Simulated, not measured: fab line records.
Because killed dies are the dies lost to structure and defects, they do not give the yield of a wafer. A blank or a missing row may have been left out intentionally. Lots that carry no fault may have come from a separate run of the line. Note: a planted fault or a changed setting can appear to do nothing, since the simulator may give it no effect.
Which of the tools did it? / flow berkeley_cmos170 / 42 wafers from 14 lots sampled at 3 of the route's 331 steps

== WHAT EACH GAUGE READ, for each wafer ==
UCB170_M1_OVL_MEAS_10.
lot=L519; measured=day 8 05:08; on=overlay-01; M1_OVL (nm)=1 7 -9
lot=L518; measured=day 8 05:17; on=overlay-02; M1_OVL (nm)=10 13 11
lot=L520; measured=day 8 18:16; on=overlay-01; M1_OVL (nm)=-20 -6 -6
lot=L521; measured=day 8 19:44; on=overlay-02; M1_OVL (nm)=3 -11 -4
lot=L523; measured=day 9 04:03; on=overlay-01; M1_OVL (nm)=1 1 -11
lot=L522; measured=day 9 04:25; on=overlay-02; M1_OVL (nm)=9 3 3
lot=L524; measured=day 9 04:56; on=overlay-01; M1_OVL (nm)=-4 -4 2
lot=L527; measured=day 10 03:15; on=overlay-02; M1_OVL (nm)=22 13 14
lot=L525; measured=day 10 04:40; on=overlay-02; M1_OVL (nm)=-5 -2 7
lot=L529; measured=day 10 11:52; on=overlay-02; M1_OVL (nm)=7 13 11
lot=L528; measured=day 10 13:05; on=overlay-01; M1_OVL (nm)=13 12 7
lot=L531; measured=day 11 04:25; on=overlay-01; M1_OVL (nm)=7 16 11
lot=L533; measured=day 11 14:00; on=overlay-02; M1_OVL (nm)=-5 11 -3
lot=L540; measured=day 13 01:07; on=overlay-01; M1_OVL (nm)=3 4 6

== WHICH TOOL RAN EACH LOT (tool, then ch and the chambers of the sampled wafers, then the start) ==
lot=L519; UCB170_CONTACT_RTA_08=rtp_anneal-01 ch 0, day 8 01:56; UCB170_M1_SPUTTER_00=pvd_sputter-03, day 8 03:42
lot=L518; UCB170_CONTACT_RTA_08=rtp_anneal-01 ch 0, day 8 02:01; UCB170_M1_SPUTTER_00=pvd_sputter-04, day 8 03:57
lot=L520; UCB170_CONTACT_RTA_08=rtp_anneal-01 ch 0, day 8 14:22; UCB170_M1_SPUTTER_00=pvd_sputter-03, day 8 16:22
lot=L521; UCB170_CONTACT_RTA_08=rtp_anneal-01 ch 0, day 8 16:13; UCB170_M1_SPUTTER_00=pvd_sputter-02, day 8 18:08
lot=L523; UCB170_CONTACT_RTA_08=rtp_anneal-01 ch 0, day 9 01:13; UCB170_M1_SPUTTER_00=pvd_sputter-03, day 9 02:51
lot=L522; UCB170_CONTACT_RTA_08=rtp_anneal-01 ch 0, day 9 01:17; UCB170_M1_SPUTTER_00=pvd_sputter-02, day 9 03:05
lot=L524; UCB170_CONTACT_RTA_08=rtp_anneal-01 ch 0, day 9 01:24; UCB170_M1_SPUTTER_00=pvd_sputter-04, day 9 03:23
lot=L527; UCB170_CONTACT_RTA_08=rtp_anneal-01 ch 0, day 9 23:37; UCB170_M1_SPUTTER_00=pvd_sputter-02, day 10 01:23
lot=L525; UCB170_CONTACT_RTA_08=rtp_anneal-01 ch 0, day 10 01:10; UCB170_M1_SPUTTER_00=pvd_sputter-03, day 10 03:16
lot=L529; UCB170_CONTACT_RTA_08=rtp_anneal-01 ch 0, day 10 07:58; UCB170_M1_SPUTTER_00=pvd_sputter-03, day 10 10:20
lot=L528; UCB170_CONTACT_RTA_08=rtp_anneal-01 ch 0, day 10 10:01; UCB170_M1_SPUTTER_00=pvd_sputter-04, day 10 11:47
lot=L531; UCB170_CONTACT_RTA_08=rtp_anneal-01 ch 0, day 11 00:49; UCB170_M1_SPUTTER_00=pvd_sputter-02, day 11 02:54
lot=L533; UCB170_CONTACT_RTA_08=rtp_anneal-01 ch 0, day 11 10:33; UCB170_M1_SPUTTER_00=pvd_sputter-03, day 11 12:18
lot=L540; UCB170_CONTACT_RTA_08=rtp_anneal-01 ch 0, day 12 20:29; UCB170_M1_SPUTTER_00=pvd_sputter-02, day 12 23:23
- UCB170_CONTACT_RTA_08: time 10 s.
- UCB170_M1_SPUTTER_00: material Al, target thk 600 nm, time 80 s.

== AS READ BY THE TOOLS THEMSELVES (means over the sampled wafers that have a number; for cases with no such wafer, the mark the record gives instead) ==
UCB170_CONTACT_RTA_08.
lot=L519; tool=rtp_anneal-01; lamp_power_pct (%)=22.0; wafer_temp_C_max=903.4
lot=L518; tool=rtp_anneal-01; lamp_power_pct (%)=22.0; wafer_temp_C_max=904.3
lot=L520; tool=rtp_anneal-01; lamp_power_pct (%)=22.0; wafer_temp_C_max=903.8
lot=L521; tool=rtp_anneal-01; lamp_power_pct (%)=22.0; wafer_temp_C_max=903.3
lot=L523; tool=rtp_anneal-01; lamp_power_pct (%)=22.0; wafer_temp_C_max=903.6
lot=L522; tool=rtp_anneal-01; lamp_power_pct (%)=22.0; wafer_temp_C_max=904.1
lot=L524; tool=rtp_anneal-01; lamp_power_pct (%)=22.0; wafer_temp_C_max=903.4
lot=L527; tool=rtp_anneal-01; lamp_power_pct (%)=22.0; wafer_temp_C_max=903.2
lot=L525; tool=rtp_anneal-01; lamp_power_pct (%)=22.0; wafer_temp_C_max=903.0
lot=L529; tool=rtp_anneal-01; lamp_power_pct (%)=22.0; wafer_temp_C_max=903.9
lot=L528; tool=rtp_anneal-01; lamp_power_pct (%)=22.0; wafer_temp_C_max=903.1
lot=L531; tool=rtp_anneal-01; lamp_power_pct (%)=22.0; wafer_temp_C_max=903.8
lot=L533; tool=rtp_anneal-01; lamp_power_pct (%)=22.0; wafer_temp_C_max=903.3
lot=L540; tool=rtp_anneal-01; lamp_power_pct (%)=22.0; wafer_temp_C_max=903.6

UCB170_M1_SPUTTER_00.
lot=L519; tool=pvd_sputter-03; throttle_valve_pct (%)=29.5
lot=L518; tool=pvd_sputter-04; throttle_valve_pct (%)=30.3
lot=L520; tool=pvd_sputter-03; throttle_valve_pct (%)=31.3
lot=L521; tool=pvd_sputter-02; throttle_valve_pct (%)=30.7
lot=L523; tool=pvd_sputter-03; throttle_valve_pct (%)=30.4
lot=L522; tool=pvd_sputter-02; throttle_valve_pct (%)=30.6
lot=L524; tool=pvd_sputter-04; throttle_valve_pct (%)=30.3
lot=L527; tool=pvd_sputter-02; throttle_valve_pct (%)=30.3
lot=L525; tool=pvd_sputter-03; throttle_valve_pct (%)=30.3
lot=L529; tool=pvd_sputter-03; throttle_valve_pct (%)=28.9
lot=L528; tool=pvd_sputter-04; throttle_valve_pct (%)=30.7
lot=L531; tool=pvd_sputter-02; throttle_valve_pct (%)=31.1
lot=L533; tool=pvd_sputter-03; throttle_valve_pct (%)=28.0
lot=L540; tool=pvd_sputter-02; throttle_valve_pct (%)=30.6

== THE ANSWER, worked out from the rows above alone ==
Rule: the lots themselves supply what counts as usual. The widest of any qualifying gaps counts: lots, ordered by their means at a reading, are off when they make up no more than a third of the lots, leave a main group of 4 or more, and stand apart from it by 3 or more times the standard deviation of that group's means. Not used: any main group whose means are identical at the precision the tables above print for the reading. A lot without any number at a reading at which 4 lots or more have one is off too. All remaining lots with rows at the step are treated as sound. Order of review: gauges by route order, followed by the tools' own readings, for which a lot's mean as printed above is used. At the first step where some lot is off, the reading lying furthest off is the one used; lots without a number count as furthest.
Nothing can be told from this: no lot is off at any reading shown.

== WHAT THE SIMULATOR HAD INSERTED ==
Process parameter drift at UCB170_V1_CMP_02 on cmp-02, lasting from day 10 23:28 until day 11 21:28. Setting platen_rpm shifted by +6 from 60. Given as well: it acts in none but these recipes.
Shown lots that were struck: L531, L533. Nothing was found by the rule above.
